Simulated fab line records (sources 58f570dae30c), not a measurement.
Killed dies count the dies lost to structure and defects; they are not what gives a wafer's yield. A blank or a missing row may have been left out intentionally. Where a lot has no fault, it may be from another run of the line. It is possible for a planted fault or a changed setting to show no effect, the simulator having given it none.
Which tool is to blame? -- flow berkeley_cmos170 -- Sampling: 6 lots, 18 wafers, 3 of 331 route steps

## WHAT THE GAUGES SHOWED, per wafer
UCB170_CONTACT_THK_MEAS_02.
lot,measured,on,CONTACT_PSG_THK (nm)
L516,day 9 04:08,film_metro-03,692 685 696
L517,day 9 04:06,film_metro-04,700 697 704
L521,day 9 04:46,film_metro-01,701 693 699
L522,day 9 14:29,film_metro-01,696 699 702
L530,day 11 08:47,film_metro-04,694 701 695
L534,day 11 23:41,film_metro-04,706 704 706

## TOOL THAT RAN EACH LOT (tool first, then ch and the chambers of the sampled wafers, then the start)
lot,UCB170_SILICIDE_SPUTTER_01,UCB170_CONTACT_CVD_01
L516,"pvd_sputter-01, day 9 01:44","lpcvd-01 ch 0, day 9 02:18"
L517,"pvd_sputter-04, day 9 01:22","lpcvd-01 ch 1, day 9 02:18"
L521,"pvd_sputter-04, day 9 01:55","lpcvd-02 ch 0, day 9 02:59"
L522,"pvd_sputter-03, day 9 12:10","lpcvd-02 ch 0, day 9 12:41"
L530,"pvd_sputter-04, day 11 06:14","lpcvd-02 ch 1, day 11 07:01"
L534,"pvd_sputter-04, day 11 20:35","lpcvd-01 ch 0, day 11 21:55"
- UCB170_SILICIDE_SPUTTER_01: material Ti, target thk 30 nm, time 26.13 s.
- UCB170_CONTACT_CVD_01: deposits PSG from SiH4/O2/PH3, target thk 700 nm, time 2820 s.

## THE ANSWER, worked out from the rows above alone
Rule: the usual values come from the lots themselves. Put in order of their means at a reading, lots are off if they are a third of the lots or fewer, leave a main group of 4 or more, and stand apart from it by a gap of 3 or more times the standard deviation of the main group's means; of several such gaps the widest counts. A main group is skipped when, at the precision printed for the reading in the tables above, its means are all equal. Also off: a lot with no number at a reading for which 4 or more lots have one. The other lots that the step has rows for count as sound.
Nothing can be told from this: no lot is off at any reading shown.

## WHAT THE SIMULATOR HAD INSERTED
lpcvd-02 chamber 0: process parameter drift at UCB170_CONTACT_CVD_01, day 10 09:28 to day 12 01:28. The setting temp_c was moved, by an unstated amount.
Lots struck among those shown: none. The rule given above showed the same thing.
